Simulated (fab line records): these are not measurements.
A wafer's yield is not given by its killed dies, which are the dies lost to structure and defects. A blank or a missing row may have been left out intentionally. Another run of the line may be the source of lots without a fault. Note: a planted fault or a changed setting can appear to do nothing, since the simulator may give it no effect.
Which of the tools did it?	flow rit cmos	Sampling: 14 lots, 42 wafers, 3 of 202 route steps

WHAT THE GAUGES READ, wafer by wafer
RIT_ACTIVE_BOW_MEAS_00. Usual: INCOMING_BOW gives 0 um (standard deviation 6.8).
lot	measured	on	INCOMING_BOW (um)	flag
L372	day 1 10:02	film metro-02	6 -4 -13	
L373	day 1 15:00	film metro-03	5 6 10	
L374	day 1 20:00	film metro-02	-8 6 4	
L375	day 2 01:00	film metro-03	-7 16 4	
L378	day 2 16:00	film metro-04	-5 -1 4	
L381	day 3 07:02	film metro-03	1 1 2	
L384	day 3 22:01	film metro-04	15 6 6	
L385	day 4 03:01	film metro-02	7 -1 4	
L386	day 4 08:00	film metro-02	4 -3 3	
L388	day 4 18:01	film metro-03	4 -6 1	
L391	day 5 09:04	film metro-04	-7 2 -10	
L393	day 5 19:00	film metro-03	3 2 0	
L394	day 6 00:01	film metro-02	2 3 5	
L395	day 6 05:01	film metro-02	3 -3 0	

RIT_NLDD_OVL_MEAS_06. Usual: NLDD_OVL gives -0.1 nm (standard deviation 1.7).
lot	measured	on	NLDD_OVL (nm)	flag
L372	day 2 20:08	overlay-01	-0.3 -2.0 -1.3	
L373	day 3 03:44	overlay-02	-0.4 -1.1 0.5	
L374	day 3 06:26	overlay-01	-2.1 -2.9 -3.2	
L375	day 3 09:31	overlay-02	-2.3 -2.2 -2.6	
L378	day 4 03:45	overlay-01	-2.5 -1.7 -4.3	
L381	day 4 16:45	overlay-02	0.3 1.3 -0.7	
L384	day 5 12:37	overlay-01	2.7 4.5 2.6	
L385	day 5 15:24	overlay-02	0.4 -2.3 -0.2	
L386	day 5 16:00	overlay-02	0.1 -0.9 -1.1	
L388	day 6 07:49	overlay-02	0.5 1.1 0.3	
L391	day 6 17:15	overlay-01	0.5 -0.6 1.8	
L393	day 7 08:15	overlay-02	0.7 2.4 3.4	
L394	day 7 12:59	overlay-01	3.1 3.8 3.0	
L395	day 7 16:48	overlay-01	-2.8 -0.5 -2.1	

EACH LOT AND THE TOOL THAT RAN IT (in order: tool; ch and the chambers of the sampled wafers; start)
lot	RIT_PWELL_STRIP_09
L372	plasma asher-04 ch 0,1, day 2 00:02
L373	plasma asher-03 ch 0,1, day 2 05:37
L374	plasma asher-03 ch 0,1, day 2 09:38
L375	plasma asher-03 ch 0,1, day 2 14:58
L378	plasma asher-01 ch 0,1, day 3 07:57
L381	plasma asher-04 ch 0,1, day 3 21:40
L384	plasma asher-03 ch 0,1, day 4 14:05
L385	plasma asher-03 ch 0,1, day 4 17:53
L386	plasma asher-03 ch 0,1, day 4 21:26
L388	plasma asher-01 ch 0,1, day 5 08:58
L391	plasma asher-01 ch 0,1, day 5 23:05
L393	plasma asher-03 ch 0,1, day 6 10:01
L394	plasma asher-01 ch 0,1, day 6 15:05
L395	plasma asher-04 ch 1, day 6 20:38
- RIT_PWELL_STRIP_09: strips in O2, time 180 s.

WHAT THE TOOLS THEMSELVES READ (means of the sampled wafers that have a number; where no wafer has one, the mark that the record gives instead)
RIT_PWELL_STRIP_09. Usual: drypump motor current A 5.8 A, standard deviation 0.61; rf refl power W 7.2 W, standard deviation 1.2.
lot	tool	drypump motor current A (A)	rf refl power W (W)	flag
L372	plasma asher-04	6.0	8.3	
L373	plasma asher-03	5.9	5.8	
L374	plasma asher-03	5.9	5.9	
L375	plasma asher-03	5.4	6.9	
L378	plasma asher-01	6.0	7.1	
L381	plasma asher-04	5.9	8.2	
L384	plasma asher-03	5.4	6.9	
L385	plasma asher-03	5.9	5.9	
L386	plasma asher-03	5.9	5.8	
L388	plasma asher-01	6.1	7.3	
L391	plasma asher-01	5.7	7.2	
L393	plasma asher-03	5.9	5.8	
L394	plasma asher-01	6.1	7.3	
L395	plasma asher-04	5.7	8.4	

THE ANSWER, worked out from the rows above alone
Rule: take the mean of a lot's wafers that have a number; if it is more than 3 standard deviations from the usual mean, the lot is off. Also off: a lot with no number at a reading for which 4 or more lots have one. The other lots that the step has rows for count as sound. Order of review: gauges by route order, followed by the tools' own readings, for which a lot's mean as printed above is used. At the first step where some lot is off, the reading lying furthest off is the one used; lots without a number count as furthest.
None of the lots is off at any reading shown; this tells nothing.

WHAT THE SIMULATOR HAD INSERTED
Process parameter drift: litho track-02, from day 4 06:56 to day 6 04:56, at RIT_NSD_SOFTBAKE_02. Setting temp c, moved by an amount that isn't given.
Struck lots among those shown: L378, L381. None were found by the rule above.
